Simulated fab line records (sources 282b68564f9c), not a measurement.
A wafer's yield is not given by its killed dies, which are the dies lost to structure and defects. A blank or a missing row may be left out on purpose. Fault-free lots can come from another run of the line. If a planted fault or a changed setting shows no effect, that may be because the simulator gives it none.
Which of the tools did it? -- flow rit-cmos -- 45 wafers from 15 lots sampled at 5 of the route's 202 steps

## WHAT THE GAUGES READ, wafer by wafer
RIT_WELLDRIVE_RS_MEAS_02: a four-point-probe measurement. Usual: for PWELL_RS the level is 429.2 ohm/sq and the standard deviation is 1.7.
lot,measured,on,PWELL_RS (ohm/sq),flag
L679,day 2 12:56,film-metro-04,430.6 431.0 432.9,
L680,day 2 14:56,film-metro-04,431.4 429.9 431.3,
L682,day 2 20:35,film-metro-04,431.4 430.9 430.2,
L684,day 3 06:52,film-metro-02,426.9 427.4 427.4,
L685,day 3 11:55,film-metro-03,427.0 427.7 426.7,
L688,day 4 01:17,film-metro-03,431.5 431.3 430.6,
L689,day 4 06:22,film-metro-03,428.7 428.5 429.9,
L691,day 4 16:56,film-metro-03,430.5 427.9 427.8,
L693,day 5 02:01,film-metro-04,429.3 429.2 428.9,
L695,day 5 11:51,film-metro-03,415.6 414.5 414.1,OFF
L696,day 5 16:59,film-metro-03,413.6 413.0 412.6,OFF
L697,day 5 22:01,film-metro-04,414.2 414.2 414.5,OFF
L700,day 6 13:16,film-metro-02,426.9 427.8 427.8,
L701,day 6 18:21,film-metro-04,431.5 430.9 430.3,
L702,day 6 23:26,film-metro-04,431.1 428.9 430.9,

RIT_NLDD_OVL_MEAS_06. Usual: for NLDD_OVL the level is -1.1 nm and the standard deviation is 1.2.
lot,measured,on,NLDD_OVL (nm),flag
L679,day 3 02:31,overlay-02,-2.9 -3.6 -2.6,
L680,day 3 03:40,overlay-01,-1.9 -0.1 0.6,
L682,day 3 10:31,overlay-01,-2.3 -2.5 -1.6,
L684,day 3 20:22,overlay-02,-1.7 -0.4 -1.7,
L685,day 4 00:17,overlay-02,-3.2 -0.1 -2.3,
L688,day 4 13:47,overlay-01,-1.9 -1.1 -2.1,
L689,day 4 19:13,overlay-02,-1.2 -0.7 -0.4,
L691,day 5 05:20,overlay-02,-0.6 -2.5 -0.7,
L693,day 5 14:34,overlay-01,-2.9 -2.7 -1.0,
L696,day 6 05:41,overlay-01,-0.1 -1.4 -1.6,
L697,day 6 11:32,overlay-01,-2.3 0.8 -0.6,
L700,day 7 03:06,overlay-02,0.4 1.3 0.2,
L701,day 7 07:02,overlay-01,-1.9 -1.6 0.4,
L702,day 7 12:40,overlay-01,-0.9 -0.5 -0.7,

RIT_M1_THK_MEAS_02: measures by xrf. Usual: for M1_AL_THK the level is 400 nm and the standard deviation is 3.9.
lot,measured,on,M1_AL_THK (nm),flag
L679,day 3 14:22,film-metro-02,394 396 396,
L680,day 3 15:16,film-metro-01,402 400 407,
L682,day 3 22:40,film-metro-02,399 399 394,
L684,day 4 08:20,film-metro-03,405 402 402,
L685,day 4 11:58,film-metro-02,403 405 403,
L688,day 5 01:42,film-metro-01,402 397 400,
L689,day 5 07:12,film-metro-03,403 401 404,
L691,day 5 17:03,film-metro-02,398 400 401,
L693,day 6 03:20,film-metro-01,403 402 404,
L696,day 6 17:30,film-metro-01,401 406 407,
L697,day 6 23:08,film-metro-03,399 399 400,
L700,day 7 14:48,film-metro-03,406 406 406,
L701,day 7 19:03,film-metro-03,394 394 402,
L702,day 8 00:38,film-metro-02,399 398 402,

## EACH LOT AND THE TOOL THAT RAN IT (in order: tool; ch and the chambers of the sampled wafers; start)
lot,RIT_ACTIVE_STRIP_14,RIT_PWELL_IMPLANT_08
L679,"plasma-asher-02 ch 0,1, day 1 15:00","implanter-04 ch 0, day 2 07:21"
L680,"plasma-asher-02 ch 0,1, day 1 21:16","implanter-02 ch 0, day 2 08:43"
L682,"plasma-asher-01 ch 0,1, day 2 06:55","implanter-04 ch 0, day 2 14:59"
L684,"plasma-asher-03 ch 0,1, day 2 16:50","implanter-02 ch 0, day 3 00:43"
L685,"plasma-asher-02 ch 0,1, day 2 20:52","implanter-02 ch 0, day 3 04:58"
L688,"plasma-asher-01 ch 0,1, day 3 11:50","implanter-02 ch 0, day 3 19:10"
L689,"plasma-asher-03 ch 0,1, day 3 17:22","implanter-04 ch 0, day 4 00:40"
L691,"plasma-asher-02 ch 0,1, day 4 02:50","implanter-01 ch 0, day 4 10:16"
L693,"plasma-asher-02 ch 1, day 4 12:50","implanter-02 ch 0, day 4 20:26"
L695,"plasma-asher-03 ch 0,1, day 4 23:02","implanter-02 ch 0, day 5 06:10"
L696,"plasma-asher-03 ch 0,1, day 5 04:08","implanter-02 ch 0, day 5 11:24"
L697,"plasma-asher-02 ch 0,1, day 5 08:58","implanter-02 ch 0, day 5 16:22"
L700,"plasma-asher-03 ch 0,1, day 5 23:50","implanter-01 ch 0, day 6 07:17"
L701,"plasma-asher-03 ch 0,1, day 6 04:55","implanter-04 ch 0, day 6 12:23"
L702,"plasma-asher-03 ch 0,1, day 6 09:50","implanter-04 ch 0, day 6 17:06"
- RIT_ACTIVE_STRIP_14: strips in O2, time 180 s.
- RIT_PWELL_IMPLANT_08

## AS READ BY THE TOOLS THEMSELVES (means over the sampled wafers that have a number; for cases with no such wafer, the mark the record gives instead)
RIT_ACTIVE_STRIP_14. Usual: drypump-motor-current-A reads 5.8 A (standard deviation 0.34).
lot,tool,drypump-motor-current-A (A),flag
L679,plasma-asher-02,6.4,
L680,plasma-asher-02,6.3,
L682,plasma-asher-01,5.4,
L684,plasma-asher-03,5.7,
L685,plasma-asher-02,6.3,
L688,plasma-asher-01,5.5,
L689,plasma-asher-03,5.7,
L691,plasma-asher-02,6.3,
L693,plasma-asher-02,6.3,
L695,plasma-asher-03,5.7,
L696,plasma-asher-03,5.7,
L697,plasma-asher-02,6.3,
L700,plasma-asher-03,5.6,
L701,plasma-asher-03,5.7,
L702,plasma-asher-03,5.7,

RIT_PWELL_IMPLANT_08. Usual: dose-ions-cm2 7e+13, standard deviation 7.1e+10; faraday-current-uA 222, standard deviation 4.8.
lot,tool,dose-ions-cm2,faraday-current-uA,flag
L679,implanter-04,7e+13,227,
L680,implanter-02,7e+13,220,
L682,implanter-04,7e+13,228,
L684,implanter-02,7e+13,222,
L685,implanter-02,7e+13,219,
L688,implanter-02,7e+13,219,
L689,implanter-04,7e+13,224,
L691,implanter-01,7e+13,220,
L693,implanter-02,7e+13,223,
L695,implanter-02,7e+13,236,
L696,implanter-02,7e+13,235,
L697,implanter-02,7e+13,237,OFF
L700,implanter-01,7e+13,222,
L701,implanter-04,7e+13,221,
L702,implanter-04,7e+13,222,

## THE ANSWER, worked out from the rows above alone
Rule: a lot counts as off when the mean over its wafers that have a number is more than 3 standard deviations away from the usual mean. Also off: a lot with no number at a reading for which 4 or more lots have one. Any other lot the step has rows for is counted as sound. The gauges are gone through in route order, then the tools' own readings, and for those a lot's mean is taken as printed above. The first step at which some lot is off is used, and at that step the reading that is off furthest; a lot without a number counts as furthest.
Off: at RIT_WELLDRIVE_RS_MEAS_02 (PWELL_RS), L695, L696, L697.
A tool fits if, at a process step before that reading, it ran every lot that is off, and no sound lot after the first of them. Gauges at RIT_WELLDRIVE_RS_MEAS_02: tried the same way as those tools. One fits: implanter-02 at RIT_PWELL_IMPLANT_08. A fault onset in the window from L693 (day 4 20:26, its last sound lot) to L695 (day 5 06:10, its first lot off) fits.

## WHAT HAD BEEN PUT IN BY THE SIMULATOR
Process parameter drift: implanter-02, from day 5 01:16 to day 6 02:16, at RIT_PWELL_IMPLANT_08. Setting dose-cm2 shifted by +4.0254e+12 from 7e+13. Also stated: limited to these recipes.
Lots struck among those shown: L695, L696, L697. This agrees with what the rule above found.
